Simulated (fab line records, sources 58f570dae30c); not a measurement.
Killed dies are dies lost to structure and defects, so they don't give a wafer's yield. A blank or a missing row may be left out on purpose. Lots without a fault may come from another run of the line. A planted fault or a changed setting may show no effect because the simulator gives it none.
Chamber matching | flow berkeley_cmos170 | UCB170_M2_ETCH_17 on rie_diel-01: 4 sister chambers
The step etches BARC in N2/H2. 14 wafers are shown with their chamber, then 7 later ones without.

WAFERS WITH THEIR CHAMBER
wafer  | chamber | throttle_valve_pct (%) | drypump_motor_current_A (A) | oes_product_au (a.u.)
L999.1 | 3       | 13.34                  | 5.79                        | 1.039
L999.2 | 0       | 13.32                  | 5.58                        | 0.985
L999.4 | 2       | 13.27                  | 5.65                        | 0.989
L100.1 | 2       | 13.27                  | 5.62                        | 0.982
L100.5 | 2       | 13.27                  | 5.62                        | 0.990
L100.6 | 0       | 13.30                  | 5.58                        | 0.989
L103.1 | 3       | 13.35                  | 5.79                        | 1.043
L103.2 | 0       | 13.31                  | 5.59                        | 0.985
L103.5 | 3       | 13.35                  | 5.76                        | 1.031
L104.1 | 3       | 13.34                  | 5.80                        | 1.049
L104.3 | 1       | 13.51                  | 5.87                        | 1.031
L104.4 | 0       | 13.33                  | 5.55                        | 0.984
L108.2 | 1       | 13.54                  | 5.92                        | 1.022
L108.3 | 2       | 13.31                  | 5.62                        | 0.994

SIGNATURES (means of the wafers above)
reading                 | chamber 0 | chamber 1 | chamber 2 | chamber 3 | scatter within a chamber
throttle_valve_pct      | 13.3150   | 13.5250   | 13.2800   | 13.3450   | 0.015
drypump_motor_current_A | 5.5750    | 5.8950    | 5.6275    | 5.7850    | 0.0193
oes_product_au          | 0.98575   | 1.02650   | 0.98875   | 1.04050   | 0.00549
Rule: a wafer's distance from a chamber is the root of the sum, over the readings, of the square of ((its reading less the chamber's mean) divided by the reading's scatter). The wafer belongs to the nearest chamber; if the next one is less than 2 further off, it can't be placed. The scatter: the root of (the sum of the squares of (reading less its chamber's mean) over the shown wafers, divided by (wafers less chambers)).

WAFERS WITHOUT THEIR CHAMBER
wafer  | throttle_valve_pct (%) | drypump_motor_current_A (A) | oes_product_au (a.u.)
L108.5 | 13.32                  | 5.57                        | 0.973
L109.2 | 13.32                  | 5.57                        | 0.985
L109.4 | 13.32                  | 5.62                        | 0.993
L109.6 | 13.54                  | 5.89                        | 1.030
L111.3 | 13.31                  | 5.61                        | 0.994
L111.5 | 13.35                  | 5.63                        | 0.992
L111.6 | 13.53                  | 5.90                        | 1.024

WHICH CHAMBER EACH WENT THROUGH
wafer  | from the rows above     | in truth
L108.5 | 0                       | 0
L109.2 | 0                       | 0
L109.4 | can't be placed: 0 or 2 | 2
L109.6 | 1                       | 1
L111.3 | can't be placed: 0 or 2 | 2
L111.5 | can't be placed: 0 or 2 | 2
L111.6 | 1                       | 1
Placed correctly: 4 of 7. Can't be placed from these rows: 3 (the true chamber is among the candidates in 3). Placed wrongly: 0.
